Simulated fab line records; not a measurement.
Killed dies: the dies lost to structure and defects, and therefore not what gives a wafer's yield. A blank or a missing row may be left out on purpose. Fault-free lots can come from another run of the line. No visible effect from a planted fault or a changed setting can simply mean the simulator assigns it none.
Struck lot and sound lot, side by side | flow rit-cmos | 15 out of 202 route steps
Sound: wafers L214.1, L214.5, L214.6. The struck wafers were L224.2, L224.4, L224.5. The cause comes at the end.
Per side, at each step with rows, come the tool, then ch with its chambers, and then its first start. Under that, the readings that differ: sound wafers | struck wafers | difference of the means | sigmas: that difference in standard deviations of wafers without a fault.
alike: a reading whose means differ by less than 2 such deviations, as well as words and numbers matching on both sides. not compared: withheld readings; readings where some wafer has no value; bounds like >300 that might hide an equal value; numbers whose values overlap and for which the record gives no deviation.
The two part at a step that has a row with sigmas, a row that says differs or no value, or rows on one side only. When numbers do not overlap yet have no deviation, they are printed without sigmas and do not part them. A reading that every wafer of one side lacks parts them only if that side has two wafers or more.

first, 3 steps without rows for these wafers: RIT_SDANNEAL_CLEAN_00 (cleans in SC1, time 600 s); RIT_SDANNEAL_CLEAN_01 (cleans in dHF, time 30 s); RIT_SDANNEAL_CLEAN_02 (cleans in SC2, time 600 s).
RIT_SDANNEAL_RTA_03: time 5 s.
  sound on rtp-anneal-02 ch 0, day 3 02:29; struck on rtp-anneal-02 ch 0, day 5 06:06
  alike: ramp-down-c-per-s, ramp-up-c-per-s, wafer_temp_C_max
RIT_SDANNEAL_RS_MEAS_04: a four-point-probe measurement.
  struck on film-metro-04, day 5 06:10; sound on film-metro-04, day 3 02:32
  reading         | sound             | struck            | difference | sigmas
  PSD_RS (ohm/sq) | 115.5 115.4 115.8 | 116.4 116.2 116.0 | +0.6       | +2
RIT_SDANNEAL_RS_MEAS_05: a four-point-probe measurement.
  struck on film-metro-04, day 5 06:17; sound on film-metro-04, day 3 02:40
  alike: NSD_RS
RIT_SDANNEAL_RS_MEAS_06: a four-point-probe measurement.
  struck on film-metro-04, day 5 06:25; sound on film-metro-04, day 3 02:47
  alike: PLDD_RS
RIT_SDANNEAL_RS_MEAS_07: a four-point-probe measurement.
  struck on film-metro-04, day 5 06:32; sound on film-metro-04, day 3 02:54
  alike: NLDD_RS
then, 1 step without rows for these wafers: RIT_SILICIDE_WET_ETCH_00 (etches SiO2 in BOE, target depth 14 nm, time 15 s).
RIT_SILICIDE_SPUTTER_01: material Ti, target thk 30 nm, time 240 s.
  struck on pvd-sputter-03, day 5 06:38; sound on pvd-sputter-03, day 3 03:02
  alike: cathode-dc-power-W, throttle-valve-pct
RIT_SILICIDE_RS_MEAS_02: a four-point-probe measurement.
  struck on film-metro-03, day 5 06:49; sound on film-metro-01, day 3 03:11
  reading                 | sound          | struck         | difference | sigmas
  SILICIDE_TI_RS (ohm/sq) | 47.7 47.9 48.2 | 49.0 48.8 49.0 | +1.0       | +2
RIT_SILICIDE_THK_MEAS_03: measures by xrf.
  struck on film-metro-03, day 5 06:55; sound on film-metro-01, day 3 03:18
  reading              | sound             | struck            | difference | sigmas
  SILICIDE_TI_THK (nm) | 30.07 29.86 29.79 | 29.00 29.25 29.09 | -0.79      | -3
RIT_SILICIDE_RTA_04: time 10 s, ramp up 5 s, ramp down 5 s.
  sound on rtp-anneal-01 ch 0, day 3 03:22; struck on rtp-anneal-01 ch 0, day 5 06:59
  reading          | sound             | struck            | difference | sigmas
  wafer_temp_C_max | 655.3 653.3 655.0 | 724.5 723.5 723.0 | +69.1      | +81
then, 1 step without rows for these wafers: RIT_SILICIDE_WET_ETCH_05 (etches Ti in SPM, time 120 s).
RIT_M1_PROBE_99:
  struck on prober-02, day 5 14:10; sound on prober-02, day 3 09:56
  reading                                | sound                | struck               | difference | sigmas
  model.etest.npoly-line.line-ohm-um     | 168 168.6 165.8      | 154.4 155.7 154      | -12.8      |
  model.etest.ppoly-line.line-ohm-um     | 160.5 164.1 158.6    | 150.4 149.2 150.2    | -11.1      |
  model.etest.contact-nplus.end-ohm-um   | 41.88 41.5 42.86     | 50.18 51.43 52.13    | +9.17      |
  model.etest.contact-pplus.end-ohm-um   | 44.36 44.3 44.39     | 49.01 48.92 48.88    | +4.59      |
  model.etest.npoly-line.rs-ohm-sq       | 16.97 17.02 17.1     | 15.54 15.43 15.46    | -1.55      |
  model.etest.ppoly-line.rs-ohm-sq       | 16.42 16.52 16.54    | 14.99 15.04 15.05    | -1.47      |
  model.etest.pmos_0p15.gate-log10-a-cm2 | -5.575 -5.844 -5.741 | -5.123 -5.096 -5.149 | +0.597     |
  model.etest.nmos-narrow.off-log10-a-um | -13.06 -13 -13.19    | -12.03 -12.08 -12.11 | +1.01      |
  alike: killed_at_M0_to_M3, killed-at-contacts, killed-at-front-end, killed-dies, killed-open, killed-short

## WHERE THEY PART
Earliest at RIT_SDANNEAL_RS_MEAS_04; latest, in this record, at RIT_SILICIDE_RTA_04. Later steps at which nothing parts them and some readings are alike: RIT_M1_PROBE_99.

WHY: whatever the simulator had introduced
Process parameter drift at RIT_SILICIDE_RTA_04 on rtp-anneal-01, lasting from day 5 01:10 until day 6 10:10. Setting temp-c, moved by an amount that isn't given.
